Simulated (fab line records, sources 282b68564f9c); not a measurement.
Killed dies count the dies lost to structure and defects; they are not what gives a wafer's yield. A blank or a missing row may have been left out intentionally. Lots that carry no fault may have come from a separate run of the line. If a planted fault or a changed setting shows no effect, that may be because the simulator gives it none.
Comparing a struck lot with a sound one | flow rit-cmos | 17 out of 202 route steps
Sound: these wafers, L423.3, L423.4, L423.5. Wafers struck: L428.1, L428.2, L428.6. At the end, the cause is stated.
For every step that has rows: the tool of each side, followed by ch and its chambers, followed by its first start. Under that, the readings that differ: sound wafers | struck wafers | difference of the means | sigmas: that difference in standard deviations of wafers without a fault.
alike: words and numbers the same on both sides, and readings whose means are apart by under 2 such deviations; not compared: readings that were withheld, readings missing a value for some wafer, numbers with overlapping values and no deviation given by the record, and bounds like >300 which may hide the same value.
A row with sigmas, a row that says differs or no value, or rows on one side alone: a step with any of these is where the two part. When numbers do not overlap yet have no deviation, they are printed without sigmas and do not part them. A reading missing from all wafers of one side parts the sides only when that side holds two or more wafers.

first, 2 steps without rows for these wafers: RIT_NRETRO_HARDBAKE_07 (time 120 s); RIT_NRETRO_IMPLANT_08.
RIT_NRETRO_STRIP_09: strips in O2, time 180 s.
  sound on plasma-asher-02 ch 0,1, day 3 02:13; struck on plasma-asher-03 ch 0,1, day 4 05:05
  alike: drypump-motor-current-A
  not compared: rf-hours-counter-h
RIT_NRETRO_TW_MEAS_10:
  sound on film-metro-03 at day 3 02:21; struck on film-metro-02 at day 4 05:16
  reading   | sound          | struck         | difference | sigmas
  NRETRO_TW | 1055 1054 1058 | 1026 1026 1023 | -31        | -3
then, 6 steps without rows for these wafers: RIT_PRETRO_HMDS_00 (prime time 60 s); RIT_PRETRO_COAT_01 (resist thk 1300 nm); RIT_PRETRO_SOFTBAKE_02 (time 60 s); RIT_PRETRO_EXPOSE_03 (exposes mask M5, target cd 43700 nm); RIT_PRETRO_PEB_04; RIT_PRETRO_DEVELOP_05 (develop time 68 s).
RIT_PRETRO_OVL_MEAS_06:
  sound on overlay-02 at day 3 03:27; struck on overlay-02 at day 4 06:12
  alike: PRETRO_OVL
then, 1 step without rows for these wafers: RIT_PRETRO_HARDBAKE_07 (time 120 s).
RIT_PRETRO_IMPLANT_08:
  sound on implanter-03 ch 0, day 3 03:47; struck on implanter-04 ch 0, day 4 06:48
  alike: faraday-current-uA
RIT_PRETRO_STRIP_09: strips in O2, time 180 s.
  sound on plasma-asher-04 ch 0,1, day 3 03:56; struck on plasma-asher-04 ch 0,1, day 4 06:57
  alike: drypump-motor-current-A
  not compared: rf-hours-counter-h
RIT_PRETRO_TW_MEAS_10:
  sound on film-metro-04 at day 3 04:04; struck on film-metro-03 at day 4 07:08
  reading   | sound             | struck            | difference | sigmas
  PRETRO_TW | 471.2 473.9 472.0 | 592.3 596.3 597.8 | +123.1     | +46
then, 2 steps without rows for these wafers: RIT_GATE_WET_ETCH_00 (etches SiO2 in BOE, target depth 56 nm, time 60 s); RIT_M1_PROBE_99.

== WHERE THEY PART ==
Last at RIT_PRETRO_TW_MEAS_10 as far as this record goes, first at RIT_NRETRO_TW_MEAS_10.

WHY: whatever the simulator had introduced
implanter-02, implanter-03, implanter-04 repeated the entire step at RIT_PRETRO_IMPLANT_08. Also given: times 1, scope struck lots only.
